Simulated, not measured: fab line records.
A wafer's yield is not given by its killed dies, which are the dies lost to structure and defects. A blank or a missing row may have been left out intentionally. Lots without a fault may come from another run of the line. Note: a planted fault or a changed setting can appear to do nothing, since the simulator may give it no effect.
Chamber matching / flow berkeleyCmos170 / cmp-01 running UCB170_V2_CMP_02: 4 sister chambers
The step polishes SiO2. 14 wafers are shown with their chamber, then 7 later ones without.

WAFERS PAIRED WITH THEIR CHAMBERS
wafer=L947.1; chamber=1; motorCurrentA (A)=18.3
wafer=L947.2; chamber=2; motorCurrentA (A)=16.2
wafer=L947.3; chamber=0; motorCurrentA (A)=13.5
wafer=L948.1; chamber=3; motorCurrentA (A)=19.7
wafer=L948.2; chamber=0; motorCurrentA (A)=13.0
wafer=L948.5; chamber=2; motorCurrentA (A)=16.0
wafer=L950.1; chamber=0; motorCurrentA (A)=13.5
wafer=L950.2; chamber=3; motorCurrentA (A)=21.1
wafer=L950.3; chamber=1; motorCurrentA (A)=17.8
wafer=L951.1; chamber=3; motorCurrentA (A)=21.2
wafer=L951.3; chamber=2; motorCurrentA (A)=16.1
wafer=L951.5; chamber=3; motorCurrentA (A)=20.1
wafer=L952.4; chamber=0; motorCurrentA (A)=13.4
wafer=L952.5; chamber=1; motorCurrentA (A)=18.2

SIGNATURES (means of the wafers above)
reading=motorCurrentA; chamber 0=13.350; chamber 1=18.100; chamber 2=16.100; chamber 3=20.525; scatter within a chamber=0.445
Rule: distance of a wafer from a chamber = root of the sum over the readings of ((wafer's reading minus chamber's mean) / reading's scatter) squared. If the next closest chamber is less than 2 further off than the closest, the wafer can't be placed; otherwise it belongs to the closest. The scatter: take each reading less its chamber's mean, square it, sum over the shown wafers, divide by the number of wafers less the number of chambers, and take the root.

WAFERS MISSING THEIR CHAMBER
wafer=L952.6; motorCurrentA (A)=14.6
wafer=L956.2; motorCurrentA (A)=18.2
wafer=L956.4; motorCurrentA (A)=14.4
wafer=L956.6; motorCurrentA (A)=18.2
wafer=L957.1; motorCurrentA (A)=15.7
wafer=L957.4; motorCurrentA (A)=14.2
wafer=L957.6; motorCurrentA (A)=21.2

WHICH CHAMBER EACH WENT THROUGH
wafer=L952.6; from the rows above=can't be placed: 0 or 2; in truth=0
wafer=L956.2; from the rows above=1; in truth=1
wafer=L956.4; from the rows above=can't be placed: 0 or 2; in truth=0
wafer=L956.6; from the rows above=1; in truth=1
wafer=L957.1; from the rows above=2; in truth=2
wafer=L957.4; from the rows above=0; in truth=0
wafer=L957.6; from the rows above=3; in truth=3
Correctly placed: 5 of 7. Cannot be placed on the basis of these rows: 2; the candidates contain the true chamber in 2. Number placed wrongly: 0.
